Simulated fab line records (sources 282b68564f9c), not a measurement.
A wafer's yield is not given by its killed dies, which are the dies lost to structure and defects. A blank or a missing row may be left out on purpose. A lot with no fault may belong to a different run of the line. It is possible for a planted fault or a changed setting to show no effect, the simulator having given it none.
Which of the tools did it? -- flow rit-cmos -- 15 lots with 45 wafers sampled at 2 steps, on a route of 202 steps

## WHAT THE GAUGES READ, wafer by wafer
The record holds no reading of a measuring or inspecting step that can be judged against a usual standard deviation.

## WHAT TOOL EACH LOT RAN ON (gives the tool, then ch and the chambers of the sampled wafers, and finally the start)
lot,RIT_GATE_COAT_11,RIT_M1_PROBE_99
L839,"litho-track-04 ch 0, day 2 23:17","prober-01, day 3 21:37"
L840,"litho-track-04 ch 0, day 3 03:07","prober-02, day 4 04:01"
L841,"litho-track-02 ch 0, day 3 11:57","prober-01, day 4 09:39"
L842,"litho-track-04 ch 0, day 3 13:00","prober-02, day 4 12:46"
L843,"litho-track-02 ch 0, day 3 14:28","prober-02, day 4 14:13"
L845,"litho-track-01 ch 0, day 4 01:44","prober-02, day 4 23:52"
L847,"litho-track-02 ch 0, day 4 15:09","prober-02, day 5 11:53"
L848,"litho-track-02 ch 0, day 4 18:55","prober-01, day 5 17:31"
L849,"litho-track-01 ch 0, day 4 20:19","prober-02, day 5 19:04"
L851,"litho-track-02 ch 0, day 5 05:56","prober-02, day 6 03:16"
L852,"litho-track-02 ch 0, day 5 10:22","prober-01, day 6 08:26"
L854,"litho-track-02 ch 0, day 5 22:42","prober-02, day 6 21:14"
L859,"litho-track-01 ch 0, day 6 23:16","prober-01, day 7 22:12"
L861,"litho-track-01 ch 0, day 7 08:00","prober-01, day 8 06:50"
L862,"litho-track-04 ch 0, day 7 16:31","prober-02, day 8 13:23"
- RIT_GATE_COAT_11: resist thk 850 nm.
- RIT_M1_PROBE_99

## WHAT THE TOOLS THEMSELVES READ (means of the sampled wafers that have a number; where no wafer has one, the mark that the record gives instead)
RIT_GATE_COAT_11.
lot,tool,chill-plate-temp-C (C),spin-speed-rpm (rpm)
L839,litho-track-04,22.99,4248.9
L840,litho-track-04,23.11,4250.5
L841,litho-track-02,23.04,4248.6
L842,litho-track-04,22.94,4249.5
L843,litho-track-02,22.96,4250.1
L845,litho-track-01,22.90,4250.6
L847,litho-track-02,22.90,4250.1
L848,litho-track-02,23.10,4248.2
L849,litho-track-01,22.91,4250.3
L851,litho-track-02,23.05,3993.7
L852,litho-track-02,22.91,3990.5
L854,litho-track-02,23.10,3995.2
L859,litho-track-01,22.89,4251.5
L861,litho-track-01,22.96,4248.3
L862,litho-track-04,22.86,4248.4

RIT_M1_PROBE_99.
lot,tool,killed_at_M0_to_M3,killed-at-contacts,killed-at-front-end,killed-dies,killed-on-rim,killed-open,killed-short
L839,prober-01,0.0,0.3,6.0,6.3,2.3,2.7,3.7
L840,prober-02,0.0,0.0,11.7,11.7,3.3,6.7,5.0
L841,prober-01,0.0,0.0,8.0,8.0,3.0,5.0,3.0
L842,prober-02,0.0,0.0,7.3,7.3,2.3,4.3,3.0
L843,prober-02,0.0,0.3,4.7,5.0,1.3,2.3,2.7
L845,prober-02,0.0,0.0,6.0,6.0,1.3,3.7,2.0
L847,prober-02,0.0,0.0,6.0,6.0,1.0,2.3,3.3
L848,prober-01,0.3,0.0,5.7,6.0,1.7,3.3,2.7
L849,prober-02,0.0,0.3,7.3,7.7,3.0,4.0,3.7
L851,prober-02,0.0,0.0,6.0,6.0,0.7,2.0,4.0
L852,prober-01,0.0,0.3,5.3,5.7,2.0,2.7,3.0
L854,prober-02,0.0,0.0,7.0,7.0,1.7,3.7,3.3
L859,prober-01,0.0,0.0,7.3,7.3,1.0,4.0,3.3
L861,prober-01,0.0,0.0,8.0,8.0,2.7,4.0,4.0
L862,prober-02,0.0,0.0,3.0,3.0,0.7,1.7,1.3

## THE ANSWER, worked out from the rows above alone
Rule: usual is defined by the lots themselves. The widest of any qualifying gaps counts: lots, ordered by their means at a reading, are off when they make up no more than a third of the lots, leave a main group of 4 or more, and stand apart from it by 3 or more times the standard deviation of that group's means. If all means in a main group match to the digits the tables above print for the reading, that group is not used. Also off: a lot with no number at a reading for which 4 or more lots have one. Any other lot the step has rows for is counted as sound. The gauges are gone through in route order, then the tools' own readings, and for those a lot's mean is taken as printed above. At the first step where some lot is off, the reading lying furthest off is the one used; lots without a number count as furthest.
Off at RIT_GATE_COAT_11 (spin-speed-rpm): L851, L852, L854. Main group: mean 4249.6 rpm, sd 1.
If a tool, at that step or one of the process steps before it, ran each lot that is off and ran no sound lot following the first of them, it fits. One candidate fits, namely litho-track-02 at RIT_GATE_COAT_11. Its last sound lot is L848 (day 4 18:55), its first lot that is off L851 (day 5 05:56): a fault that began between those two fits.
The tool's own readings at RIT_GATE_COAT_11 bear it out: on the lots that are off they differ by more than 5 times the standard deviation of the sound lots' means. spin-speed-rpm reads 3993.1 rpm there against 4249.6 rpm on the sound lots.

## WHAT HAD BEEN PUT IN BY THE SIMULATOR
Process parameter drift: litho-track-02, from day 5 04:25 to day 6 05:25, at RIT_GATE_COAT_11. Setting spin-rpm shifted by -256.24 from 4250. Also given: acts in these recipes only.
Shown lots that were struck: L851, L852, L854. The rule above reached the same finding.
